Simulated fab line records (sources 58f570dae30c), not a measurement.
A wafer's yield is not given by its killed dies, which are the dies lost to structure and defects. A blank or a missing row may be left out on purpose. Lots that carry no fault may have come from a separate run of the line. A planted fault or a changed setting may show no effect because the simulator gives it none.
Lot-split experiment	flow berkeley_cmos170	route with 331 steps; 5 lots, 23 wafers read

## THE SPLIT ITSELF
At UCB170_CONTACT_PEB_13, the setting peb_temp_c was moved away from the recipe's 130 C on 11 of the 23 wafers read, by -2.8% to +2.7%. For the rest of the wafers, this setting stayed at what the recipe calls for.

## FROM THE SPLIT TO THE READING: what the file shows between them, 5 steps
- UCB170_CONTACT_DEVELOP_14: develop time 45 s
- UCB170_CONTACT_CD_MEAS_15: target cd 700 nm
- UCB170_CONTACT_ETCH_17: etches BARC in N2/H2
- UCB170_CONTACT_ETCH_18: etches PSG in CHF3/CF4/Ar, stops on TiSi2, target depth 840 nm, time 195 s
- UCB170_CONTACT_STRIP_19: strips in O2

## THE READING
cd_nm (nm) at UCB170_CONTACT_CD_MEAS_90, where the cd target is 700 nm. Typical for fault-free wafers on this fab line: 699.1 nm, with standard deviation 1.4 nm.

wafer	tool, chamber at the split	peb_temp_c as run, C	against the recipe	cd_nm, nm	against lot-mates on the recipe
L075.1	litho_track-01, 0	128.2	-1.4%	686.9	-12.9
L075.2	litho_track-01, 0	128.2	-1.4%	687.7	-12.1
L075.4	litho_track-01, 0	130	recipe	699.1	-
L075.5	litho_track-01, 0	128.2	-1.4%	685.9	-13.9
L075.6	litho_track-01, 0	130	recipe	700.5	-
L077.1	litho_track-01, 0	130	recipe	698.5	-
L077.2	litho_track-01, 0	126.4	-2.8%	670.8	-28.5
L077.3	litho_track-01, 0	126.4	-2.8%	669.6	-29.6
L077.4	litho_track-01, 0	130	recipe	700.0	-
L077.6	litho_track-01, 0	126.4	-2.8%	671.3	-28.0
L080.1	litho_track-04, 0	130	recipe	696.6	-
L080.2	litho_track-04, 0	133.5	+2.7%	718.5	+21.5
L080.4	litho_track-04, 0	133.5	+2.7%	717.8	+20.8
L080.5	litho_track-04, 0	130	recipe	697.4	-
L080.6	litho_track-04, 0	133.5	+2.7%	717.4	+20.4
L085.1	litho_track-01, 0	130	recipe	696.7	-
L085.2	litho_track-01, 0	130	recipe	698.6	-
L085.3	litho_track-01, 0	130	recipe	698.5	-
L083.2	litho_track-01, 0	130	recipe	700.4	-
L083.3	litho_track-01, 0	130	recipe	699.6	-
L083.4	litho_track-01, 0	133.3	+2.5%	720.3	+20.0
L083.5	litho_track-01, 0	130	recipe	701.0	-
L083.6	litho_track-01, 0	133.3	+2.5%	719.5	+19.2

FIT RESULTS
A straight line over all 23 wafers: cd_nm changes by +8.62 nm for each +1% of peb_temp_c; r = +0.99; the points scatter about the line by 2.3 nm.
The same after taking each lot's own level away (the mean of its wafers on the recipe; 23 wafers): +8.85 nm for each +1%; r = +0.99; scatter 1.8 nm.
Per that fit: largest peb_temp_c move, reading shift of 25 nm.
The lots' own levels span 697.00 to 700.33 nm, that is 2.4 times the standard deviation above.
So the lot-to-lot level changes the slope little: the two slopes agree.
Check: -25.3 nm against its lot-mates is what the line predicts for one of the wafers moved furthest among these (-2.8%) when that wafer is left out of the fit. Against them it came out at -28.5 nm.

## THE WHOLE CHAIN: every reading that the file lists as answering this split, in the file's order
step	what it does	reading	change (the file's fit)	r (the file's)
UCB170_CONTACT_DEVELOP_14	develop time 45 s	CONTACT.cd_nm (the simulator's own value, which no gauge read)	+8.5 nm for each +1% of the setting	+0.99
UCB170_CONTACT_CD_MEAS_15	target cd 700 nm	cd_nm	+8.55 nm for each +1% of the setting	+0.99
UCB170_CONTACT_ETCH_17	etches BARC in N2/H2	CONTACT.cd_nm (the simulator's own value, which no gauge read)	+8.68 nm for each +1% of the setting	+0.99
UCB170_CONTACT_CD_MEAS_90	target cd 700 nm	cd_nm	+8.73 nm for each +1% of the setting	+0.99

## THE FILE'S OWN FIT
cd_nm changes by +8.73 nm for each +1% of peb_temp_c, r = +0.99.
